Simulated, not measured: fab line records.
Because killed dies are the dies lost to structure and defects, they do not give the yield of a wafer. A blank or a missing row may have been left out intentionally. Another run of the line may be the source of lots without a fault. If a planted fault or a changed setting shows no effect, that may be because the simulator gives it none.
Which tool is to blame? ; flow ritCmos ; route of 202 steps, sampled at 1 step: 14 lots, 42 wafers

WHAT THE GAUGES READ, wafer by wafer
No reading from a measuring or inspecting step in the record can be judged against a usual standard deviation.

WHAT TOOL EACH LOT RAN ON (gives the tool, then ch and the chambers of the sampled wafers, and finally the start)
lot;RIT_PLDD_EXPOSE_03
L343;ilineStepper-01 ch 0, day 3 04:41
L345;ilineStepper-01 ch 0, day 3 11:04
L349;ilineStepper-01 ch 0, day 4 05:13
L350;ilineStepper-01 ch 0, day 4 11:07
L351;ilineStepper-02 ch 0, day 4 13:15
L352;ilineStepper-01, day 4 21:07
L353;ilineStepper-02, day 5 01:56
L358;ilineStepper-01 ch 0, day 6 03:29
L359;ilineStepper-01 ch 0, day 6 07:55
L362;ilineStepper-02 ch 0, day 6 19:53
L363;ilineStepper-01 ch 0, day 7 00:19
L364;ilineStepper-02 ch 0, day 7 05:45
L365;ilineStepper-02 ch 0, day 7 14:05
L366;ilineStepper-01 ch 0, day 7 18:11
- RIT_PLDD_EXPOSE_03: exposes mask M8, target cd 40900 nm.

AS READ BY THE TOOLS THEMSELVES (means over the sampled wafers that have a number; for cases with no such wafer, the mark the record gives instead)
RIT_PLDD_EXPOSE_03.
lot;tool;exposureDoseMJCm2;focusOffsetNm (nm);stageVelMmS (mm/s)
L343;ilineStepper-01;250.11;-0.4;500.13
L345;ilineStepper-01;250.24;-0.1;499.80
L349;ilineStepper-01;249.83;-1.1;500.06
L350;ilineStepper-01;250.15;0.5;499.87
L351;ilineStepper-02;249.91;0.2;500.06
L352;ilineStepper-01;-;-;-
L353;ilineStepper-02;-;-;-
L358;ilineStepper-01;250.04;0.3;499.90
L359;ilineStepper-01;249.80;0.3;499.99
L362;ilineStepper-02;249.89;0.4;500.01
L363;ilineStepper-01;249.82;-0.2;500.20
L364;ilineStepper-02;250.36;-0.4;499.81
L365;ilineStepper-02;249.85;0.2;500.16
L366;ilineStepper-01;249.86;-0.7;500.00

THE ANSWER, worked out from the rows above alone
Rule: usual is defined by the lots themselves. Put in order of their means at a reading, lots are off if they are a third of the lots or fewer, leave a main group of 4 or more, and stand apart from it by a gap of 3 or more times the standard deviation of the main group's means; of several such gaps the widest counts. If all means in a main group match to the digits the tables above print for the reading, that group is not used. A lot without any number at a reading at which 4 lots or more have one is off too. Where the step has rows for the other lots, those lots are counted as sound. After the gauges, taken in route order, come the tools' own readings; for these a lot's mean is taken, as printed above. The first step at which some lot is off is used, and at that step the reading that is off furthest; a lot without a number counts as furthest.
Off at RIT_PLDD_EXPOSE_03 (exposureDoseMJCm2): L352, L353. Without a number there: L352, L353. Main group: mean 249.99, sd 0.18.
If a tool, at that step or one of the process steps before it, ran each lot that is off and ran no sound lot following the first of them, it fits. Not one of the candidates tried fits.

WHAT THE SIMULATOR HAD PUT IN
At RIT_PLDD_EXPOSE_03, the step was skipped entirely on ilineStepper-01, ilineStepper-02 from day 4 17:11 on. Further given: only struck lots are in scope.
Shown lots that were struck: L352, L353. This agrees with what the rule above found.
